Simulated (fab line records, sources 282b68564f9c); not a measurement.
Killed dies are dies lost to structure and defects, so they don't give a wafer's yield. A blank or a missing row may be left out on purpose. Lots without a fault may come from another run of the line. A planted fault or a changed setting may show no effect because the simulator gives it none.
Which tool did it? | flow rit_cmos | 11 lots, 33 wafers sampled, at 2 steps of a route of 202

WHAT THE GAUGES READ, wafer by wafer
The record holds no reading of a measuring or inspecting step that can be judged against a usual standard deviation.

WHICH TOOL RAN EACH LOT (tool, then ch and the chambers of the sampled wafers, then the start)
lot  | RIT_SILICIDE_RTA_06             | RIT_M1_PROBE_99
L778 | rtp_anneal-01 ch 0, day 3 04:48 | prober-02, day 3 11:43
L779 | rtp_anneal-02 ch 0, day 3 07:38 | prober-01, day 3 14:19
L781 | rtp_anneal-02 ch 0, day 3 19:18 | prober-01, day 4 01:52
L787 | rtp_anneal-02 ch 0, day 4 23:26 | prober-01, day 5 06:10
L789 | rtp_anneal-02 ch 0, day 5 10:40 | prober-01, day 5 17:47
L790 | rtp_anneal-01 ch 0, day 5 15:48 | prober-02, day 5 22:58
L792 | rtp_anneal-01 ch 0, day 6 01:11 | prober-02, day 6 08:10
L794 | rtp_anneal-01 ch 0, day 6 12:50 | prober-02, day 6 19:26
L796 | rtp_anneal-01 ch 0, day 6 21:14 | prober-02, day 7 04:46
L798 | rtp_anneal-01 ch 0, day 7 07:43 | prober-02, day 7 14:11
L800 | rtp_anneal-01 ch 0, day 7 17:08 | prober-02, day 8 00:44
- RIT_SILICIDE_RTA_06: time 10 s, ramp up 5 s, ramp down 10 s.
- RIT_M1_PROBE_99

WHAT THE TOOLS THEMSELVES READ (means of the sampled wafers that have a number; where no wafer has one, the mark that the record gives instead)
RIT_SILICIDE_RTA_06.
lot  | tool          | chamber_o2_ppm | wafer_temp_C_max
L778 | rtp_anneal-01 | 1.972          | 752.3
L779 | rtp_anneal-02 | 2.008          | 752.7
L781 | rtp_anneal-02 | 1.977          | 752.6
L787 | rtp_anneal-02 | 2.006          | 759.2
L789 | rtp_anneal-02 | 1.985          | 759.5
L790 | rtp_anneal-01 | 1.988          | 751.6
L792 | rtp_anneal-01 | 2.015          | 753.1
L794 | rtp_anneal-01 | 1.999          | 752.0
L796 | rtp_anneal-01 | 2.011          | 752.6
L798 | rtp_anneal-01 | 2.012          | 752.3
L800 | rtp_anneal-01 | 2.016          | 752.7

RIT_M1_PROBE_99.
lot  | tool      | killed_at_contacts | killed_at_front_end | killed_dies | killed_on_rim | killed_open | killed_short
L778 | prober-02 | 0.3                | 8.7                 | 9.0         | 0.0           | 5.0         | 4.0
L779 | prober-01 | 0.0                | 6.7                 | 6.7         | 1.0           | 3.0         | 3.7
L781 | prober-01 | 0.3                | 6.0                 | 6.3         | 1.0           | 3.7         | 2.7
L787 | prober-01 | 0.0                | 6.3                 | 6.3         | 1.3           | 3.0         | 3.3
L789 | prober-01 | 0.0                | 4.7                 | 4.7         | 1.3           | 1.3         | 3.3
L790 | prober-02 | 0.0                | 7.3                 | 7.3         | 2.3           | 3.3         | 4.0
L792 | prober-02 | 0.0                | 9.3                 | 9.3         | 3.3           | 4.7         | 4.7
L794 | prober-02 | 0.0                | 6.3                 | 6.3         | 2.0           | 2.0         | 4.3
L796 | prober-02 | 0.0                | 8.7                 | 8.7         | 3.7           | 3.3         | 5.3
L798 | prober-02 | 0.0                | 7.3                 | 7.3         | 1.0           | 3.7         | 3.7
L800 | prober-02 | 0.3                | 8.3                 | 8.7         | 1.0           | 4.3         | 4.0

THE ANSWER, worked out from the rows above alone
Rule: what is usual is taken from the lots themselves. Put in order of their means at a reading, lots are off if they are a third of the lots or fewer, leave a main group of 4 or more, and stand apart from it by a gap of 3 or more times the standard deviation of the main group's means; of several such gaps the widest counts. A main group whose means are all the same, to the digits that the tables above print for the reading, isn't used. A lot without any number at a reading at which 4 lots or more have one is off too. The other lots that the step has rows for count as sound. The gauges are gone through in route order, then the tools' own readings, and for those a lot's mean is taken as printed above. The first step at which some lot is off is used, and at that step the reading that is off furthest; a lot without a number counts as furthest.
Off: L787, L789, at RIT_SILICIDE_RTA_06 (wafer_temp_C_max). The main group: mean 752.4, standard deviation 0.42.
A tool fits if, at that step or a process step before it, it ran every lot that is off, and no sound lot after the first of them. One fits: rtp_anneal-02 at RIT_SILICIDE_RTA_06. Its last sound lot is L781 (day 3 19:18), its first lot that is off L787 (day 4 23:26): a fault that began between those two fits.
The tool's own readings at RIT_SILICIDE_RTA_06 bear it out: on the lots that are off they differ by more than 5 times the standard deviation of the sound lots' means. wafer_temp_C_max reads 759.4 there against 752.4 on the sound lots.

WHAT THE SIMULATOR HAD PUT IN
Process parameter drift: rtp_anneal-02, from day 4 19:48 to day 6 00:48, at RIT_SILICIDE_RTA_06. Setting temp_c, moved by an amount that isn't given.
Lots struck among those shown: L787, L789. The rule above found the same.
